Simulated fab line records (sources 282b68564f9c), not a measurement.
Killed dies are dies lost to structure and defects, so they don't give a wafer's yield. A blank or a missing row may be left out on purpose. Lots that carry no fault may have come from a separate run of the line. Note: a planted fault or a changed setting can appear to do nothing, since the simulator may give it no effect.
Split-lot experiment | flow rit cmos | route with 202 steps; 5 lots, 23 wafers read

SPLIT DETAILS
At RIT_NSD_COAT_01 (resist thk 1000 nm), the setting resist thk nm was moved away from the recipe's 1000 nm on 10 of the 23 wafers read, by -4.7% to +4.9%. The other wafers ran this setting at the recipe's value.

No step appears in the file between the split and the reading.

THE READING
NOVOLAK_of_NSD_COAT_01.thk nm (the simulator's own value, which no gauge read), in nm, at RIT_NSD_HARDBAKE_07 (time 60 s). The file does not state a usual value for it. Average 883.2 nm, standard deviation 2.6 nm, over the 13 wafers here run with the recipe.

wafer  | tool, chamber at the split | resist thk nm as run, nm | against the recipe | NOVOLAK_of_NSD_COAT_01.thk nm, nm | against lot-mates on the recipe
L076.1 | litho track-01, 0          | 1049                     | +4.9%              | 930.2                             | +46.0
L076.2 | litho track-01, 0          | 1049                     | +4.9%              | 924                               | +39.8
L076.3 | litho track-01, 0          | 1049                     | +4.9%              | 932.4                             | +48.2
L076.4 | litho track-01, 0          | 1000                     | recipe             | 883.5                             | -
L076.6 | litho track-01, 0          | 1000                     | recipe             | 884.9                             | -
L077.1 | litho track-02, 0          | 1000                     | recipe             | 883.4                             | -
L077.2 | litho track-02, 0          | 1000                     | recipe             | 882.8                             | -
L077.3 | litho track-02, 0          | 1036                     | +3.6%              | 918.1                             | +35.0
L077.4 | litho track-02, 0          | 1036                     | +3.6%              | 915.6                             | +32.5
L077.6 | litho track-02, 0          | 1036                     | +3.6%              | 913.9                             | +30.8
L078.1 | litho track-04, 0          | 1000                     | recipe             | 878.9                             | -
L078.2 | litho track-04, 0          | 956.5                    | -4.3%              | 843.4                             | -36.7
L078.3 | litho track-04, 0          | 1000                     | recipe             | 882.5                             | -
L078.5 | litho track-04, 0          | 1000                     | recipe             | 878.8                             | -
L078.6 | litho track-04, 0          | 956.5                    | -4.3%              | 838.3                             | -41.8
L082.2 | litho track-02, 0          | 953.1                    | -4.7%              | 840                               | -45.3
L082.3 | litho track-02, 0          | 1000                     | recipe             | 887                               | -
L082.4 | litho track-02, 0          | 1000                     | recipe             | 888.1                             | -
L082.5 | litho track-02, 0          | 1000                     | recipe             | 880.7                             | -
L082.6 | litho track-02, 0          | 953.1                    | -4.7%              | 846.1                             | -39.2
L084.1 | litho track-01, 0          | 1000                     | recipe             | 885                               | -
L084.2 | litho track-01, 0          | 1000                     | recipe             | 882.2                             | -
L084.5 | litho track-01, 0          | 1000                     | recipe             | 883.8                             | -

THE FIT
A straight line over all 23 wafers: NOVOLAK_of_NSD_COAT_01.thk nm changes by +9.18 nm for each +1% of resist thk nm; r = +0.99; the points scatter about the line by 3.1 nm.
The same after taking each lot's own level away (the mean of its wafers on the recipe; 23 wafers): +9.06 nm for each +1%; r = +1.00; scatter 2.4 nm.
The reading moves by 44 nm for the largest change in resist thk nm, on that fit.
The lots' own levels span 880.07 to 885.27 nm, that is 2.0 times the standard deviation above.
Hence the lot-to-lot level has little effect on the slope; both slopes agree.
Check: with one of the wafers moved furthest among these (+4.9%) left out of the fit, the line predicts +44.2 nm for it against its lot-mates. It came out at +46 nm against them.

OTHER SPLITS APPLIED TO THESE WAFERS
Other splits were also applied to these wafers ahead of the reading. Each is held against what the fit with the lots' levels taken away leaves over:
other split on the same wafers     | wafers away from the commonest value | r with NOVOLAK_of_NSD_COAT_01.thk nm (lot level and that fit taken away)
RIT_PLDD_DEVELOP_05 develop time s | 3                                    | +0.20
RIT_SPACER_CVD_03 pressure mtorr   | 18                                   | +0.00

THE WHOLE CHAIN: every reading that the file lists as answering this split, in the file's order
step                | what it does       | reading                                                                        | change (the file's fit)              | r (the file's)
RIT_NSD_COAT_01     | resist thk 1000 nm | NOVOLAK_of_NSD_COAT_01.thk nm (the simulator's own value, which no gauge read) | +10.1 nm for each +1% of the setting | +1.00
RIT_NSD_HARDBAKE_07 | time 60 s          | NOVOLAK_of_NSD_COAT_01.thk nm (the simulator's own value, which no gauge read) | +9.05 nm for each +1% of the setting | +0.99

FILE'S OWN FIT
NOVOLAK_of_NSD_COAT_01.thk nm changes by +9.05 nm for each +1% of resist thk nm, r = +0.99.
